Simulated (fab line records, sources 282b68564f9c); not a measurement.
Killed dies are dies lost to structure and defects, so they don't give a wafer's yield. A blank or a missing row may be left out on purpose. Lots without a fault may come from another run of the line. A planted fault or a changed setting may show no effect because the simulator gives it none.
Problem report in the 8D (eight disciplines) form, filled by code | flow rit_cmos | the parts of the form that need people (team, actions taken, sign-off) are left out

1. THE PROBLEM
NWELL_TW at RIT_NWELL_TW_MEAS_10 reads a mean of 2212 on 6 wafers of 2 lots; wafers without a fault read 2135 with a standard deviation of 10. That is +7.7 standard deviations from the usual mean.
First seen on wafer L330.1, day 5 12:49, on film_metro-01. The record holds 42 wafers of 14 lots with a number at this step. Rule for "out", or "out of limits": more than 4 standard deviations from the usual mean. The other wafers with a number count as sound.

2. WHAT IT IS AND WHAT IT IS NOT
question                    | is                     | is not
which readings at this step | NWELL_TW               | -
which lots                  | L330, L331             | L313, L314, L316, L318, L319, L320, L322, L326, L328, L333, L334, L335
which wafers of those lots  | all that have a number | -
read on which gauges        | film_metro-01          | film_metro-03, film_metro-04
when                        | from day 5 12:49       | up to then (27 sound wafers); but 9 sound wafers of L333, L334, L335 came after

3. SUSPECTS, AND WHAT RULES EACH OUT
Counting: a tool at a process step up to the reading stays a suspect if it ran every lot that is out and no sound lot after the first of them.
- the gauge at RIT_NWELL_TW_MEAS_10: ruled out. All the wafers that are out were read on film_metro-01, but those of them that RIT_NWELL_IMPLANT_08 has rows for are out there too, on other tools.
- implanter-04 at RIT_NWELL_IMPLANT_08: kept. It ran every lot that is out, first L330 (day 5 12:29), and no sound lot after that; its last sound lot up to then is L326 (day 4 14:00). Its own readings are out on those wafers: dose_ions_cm2.
Left after counting: implanter-04 at RIT_NWELL_IMPLANT_08.

4. THE CAUSE (what the simulator had put in)
Process parameter drift: implanter-04, from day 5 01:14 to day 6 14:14, at RIT_NWELL_IMPLANT_08. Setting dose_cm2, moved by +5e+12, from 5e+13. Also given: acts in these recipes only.
Counting left only this tool.

5. THE CHAIN OF EFFECTS, in route order
Each row: a reading whose mean over the struck wafers that have a number lies more than 3 standard deviations from the usual. Only readings for which the record gives a usual standard deviation are gone through. hours: the time from each lot's start at the first step in this table that gives one to its start at this step, as a median over the lots. sigmas: the change in usual standard deviations.
hours | step                     | reading            | usual        | on struck wafers | change | sigmas
0     | RIT_NWELL_IMPLANT_08     | dose_ions_cm2      | 5e+13        | 5e+13            | +5e+12 | +80
0     | RIT_NWELL_IMPLANT_08     | faraday_current_uA | 158.4        | 175.1            | +16.7  | +5.6
0     | RIT_NWELL_TW_MEAS_10     | NWELL_TW           | 2135         | 2212             | +77    | +7.7
7     | RIT_WELLDRIVE_RS_MEAS_01 | NWELL_RS           | 275.3 ohm/sq | 259.6            | -15.7  | -19
The process steps in it:
- RIT_NWELL_IMPLANT_08

6. WHAT WOULD HAVE CAUGHT IT SOONER
In this record the first reading out of limits at a measuring or inspecting step was taken at day 5 12:49, 12 hours after the fault began at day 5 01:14.
The tool's own readings at RIT_NWELL_IMPLANT_08 were out on every struck wafer that the step has a row for (dose_ions_cm2): an alarm limit on them would have fired on the first of those.
Of the lots that are out (2), L331 began RIT_NWELL_IMPLANT_08 on implanter-04 after day 5 12:49. A hold on the tool at that time would have spared it.
